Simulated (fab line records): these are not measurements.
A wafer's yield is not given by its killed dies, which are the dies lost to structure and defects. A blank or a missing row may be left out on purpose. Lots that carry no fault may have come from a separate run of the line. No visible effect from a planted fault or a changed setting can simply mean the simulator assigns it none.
Chamber matching + flow rit_cmos + 4 sister chambers for RIT_GATE_ETCH_19 on rie_si-02
The step etches poly-Si in SF6/CHF3/O2, stops on SiO2, time 165 s, target depth 312.5 nm. 14 wafers are shown with their chamber, then 7 later ones without.

== WAFERS, EACH WITH ITS CHAMBER ==
| wafer  | chamber | throttle_valve_pct (%) | drypump_motor_current_A (A) | oes_product_au (a.u.) |
|--------|---------|------------------------|-----------------------------|-----------------------|
| L243.2 | 0       | 10.16                  | 6.2                         | 0.858                 |
| L243.5 | 2       | 10.19                  | 5.4                         | 0.826                 |
| L243.6 | 1       | 10.38                  | 5.6                         | 0.851                 |
| L245.1 | 2       | 10.19                  | 5.3                         | 0.818                 |
| L245.3 | 3       | 10.49                  | 5.8                         | 0.851                 |
| L245.6 | 3       | 10.48                  | 5.7                         | 0.848                 |
| L247.3 | 3       | 10.50                  | 5.8                         | 0.847                 |
| L247.4 | 2       | 10.18                  | 5.3                         | 0.841                 |
| L247.5 | 2       | 10.19                  | 5.3                         | 0.833                 |
| L249.2 | 1       | 10.35                  | 5.5                         | 0.857                 |
| L249.4 | 0       | 10.16                  | 6.2                         | 0.853                 |
| L249.5 | 2       | 10.18                  | 5.4                         | 0.826                 |
| L253.3 | 2       | 10.19                  | 5.3                         | 0.820                 |
| L253.5 | 1       | 10.36                  | 5.6                         | 0.857                 |

SIGNATURES (means of the wafers above)
| reading                 | chamber 0 | chamber 1 | chamber 2 | chamber 3 | scatter within a chamber |
|-------------------------|-----------|-----------|-----------|-----------|--------------------------|
| throttle_valve_pct      | 10.1600   | 10.3633   | 10.1867   | 10.4900   | 0.00894                  |
| drypump_motor_current_A | 6.200     | 5.567     | 5.333     | 5.767     | 0.0516                   |
| oes_product_au          | 0.85550   | 0.85500   | 0.82733   | 0.84867   | 0.00639                  |
Rule: for each reading, subtract the chamber's mean from the wafer's reading, divide by that reading's scatter and square the result; add these up over the readings and take the root, which gives the wafer's distance from the chamber. If the next closest chamber is less than 2 further off than the closest, the wafer can't be placed; otherwise it belongs to the closest. How the scatter is found: for the shown wafers, subtract from each reading the mean of its chamber, square and add these, divide the total by (wafers less chambers), then take the root.

== WAFERS WHOSE CHAMBER IS MISSING ==
| wafer  | throttle_valve_pct (%) | drypump_motor_current_A (A) | oes_product_au (a.u.) |
|--------|------------------------|-----------------------------|-----------------------|
| L253.6 | 10.19                  | 5.3                         | 0.824                 |
| L255.2 | 10.18                  | 5.3                         | 0.825                 |
| L255.5 | 10.35                  | 5.6                         | 0.850                 |
| L255.6 | 10.16                  | 6.2                         | 0.855                 |
| L259.2 | 10.16                  | 6.2                         | 0.853                 |
| L259.4 | 10.35                  | 5.6                         | 0.852                 |
| L259.6 | 10.15                  | 6.2                         | 0.845                 |

== CHAMBER TAKEN BY EACH ==
| wafer  | from the rows above | in truth |
|--------|---------------------|----------|
| L253.6 | 2                   | 2        |
| L255.2 | 2                   | 2        |
| L255.5 | 1                   | 1        |
| L255.6 | 0                   | 0        |
| L259.2 | 0                   | 0        |
| L259.4 | 1                   | 1        |
| L259.6 | 0                   | 0        |
7 of 7 placed correctly. Can't be placed from these rows: 0. Placed wrongly: 0.
